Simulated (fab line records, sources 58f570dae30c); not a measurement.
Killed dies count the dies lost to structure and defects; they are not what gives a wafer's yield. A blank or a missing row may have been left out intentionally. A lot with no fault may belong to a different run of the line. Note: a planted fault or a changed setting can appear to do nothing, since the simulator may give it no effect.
The same fault as seen by 2 desks :: flow berkeley cmos170 :: each desk has only its own numbers; what lay behind them comes last

## AT THE METROLOGY DESK
What the gauges read for every lot (on any tool): the sampled wafers with a number, averaged. Any lot whose mean is over 4 standard deviations away from the usual mean is out of limits and marked OUT; that distance is given in the brackets.
Columns: A = NSD_TW at UCB170_NSD_TW_MEAS_10, usual 4210; B = M3_OVL at UCB170_M3_OVL_MEAS_16, usual -2 nm
lot: L677
first seen here: day 7 00:32
A: 4229
B: 6

lot: L679
first seen here: day 7 00:37
A: 4147
B: 3

lot: L682
first seen here: day 7 12:59
A: 4244
B: -6

lot: L681
first seen here: day 7 13:08
A: 4203
B: 0

lot: L683
first seen here: day 7 21:41
A: 4166
B: 7

lot: L686
first seen here: day 8 16:10
A: 4218
B: -1

lot: L685
first seen here: day 8 16:35
A: 4219
B: -7

lot: L688
first seen here: day 8 21:16
A: 4199
B: -3

lot: L691
first seen here: day 9 17:07
A: 4161
B: 1

lot: L694
first seen here: day 10 09:14
A: 4207
B: -4

lot: L696
first seen here: day 10 14:43
A: 4234
B: -3

lot: L699
first seen here: day 10 17:10
A: 4235
B: -7

lot: L698
first seen here: day 10 17:33
A: 4225
B: -1

lot: L700
first seen here: day 11 03:31
A: 4228
B: -3
This desk found nothing out of limits on any of the 14 lots.

## TOOL OWNER'S DESK, rie diel-03
The tool's own readings at UCB170_M3_ETCH_17 (etches BARC in N2/H2): means of the sampled wafers that have a number, for each lot that ran on this tool. Any lot whose mean is over 4 standard deviations away from the usual mean is out of limits and marked OUT; that distance is given in the brackets.
Columns: A = bias w at UCB170_M3_ETCH_17, usual 100.06 W; B = drypump motor current A at UCB170_M3_ETCH_17, usual 5.7 A; C = oes product au at UCB170_M3_ETCH_17, usual 1.004 a.u.; D = throttle valve pct at UCB170_M3_ETCH_17, usual 13.25 %
lot: L679
first seen here: day 7 23:56
A: 100.25
B: 6.2
C: 1.016
D: 13.19

lot: L682
first seen here: day 8 16:05
A: 100.04
B: 6.2
C: 1.027
D: 13.19

lot: L681
first seen here: day 8 17:25
A: 99.81
B: 5.5
C: 1.018
D: 13.22

lot: L683
first seen here: day 9 02:17
A: 100.19
B: 5.8
C: 1.015
D: 13.21

lot: L691
first seen here: day 10 20:56
A: 118.48 (+61) OUT
B: 5.7
C: 1.066
D: 13.21

lot: L696
first seen here: day 11 22:47
A: 118.88 (+63) OUT
B: 5.8
C: 1.064
D: 13.21
This desk finds L691, L696 out of limits, L691 being first, at day 10 20:56 (bias w at UCB170_M3_ETCH_17). Within limits: L679, L682, L681, L683.

## ALL TOGETHER
The tool owner's desk could have raised an alarm at day 10 20:56, on L691, L696.
From the metrology desk's view, nothing was out of limits.
The metrology desk has L691, L696 on record, within its limits.
Every lot named ran UCB170_M3_ETCH_17 on rie diel-03.

## WHAT THE SIMULATOR HAD PUT IN
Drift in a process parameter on rie diel-03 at UCB170_M3_ETCH_17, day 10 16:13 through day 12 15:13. Setting bias w, moved by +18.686, from 100. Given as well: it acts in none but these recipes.
Struck lots among those shown: L691, L696.
Each desk's first reading out of limits, in hours after the fault started: the tool owner's desk, 5.
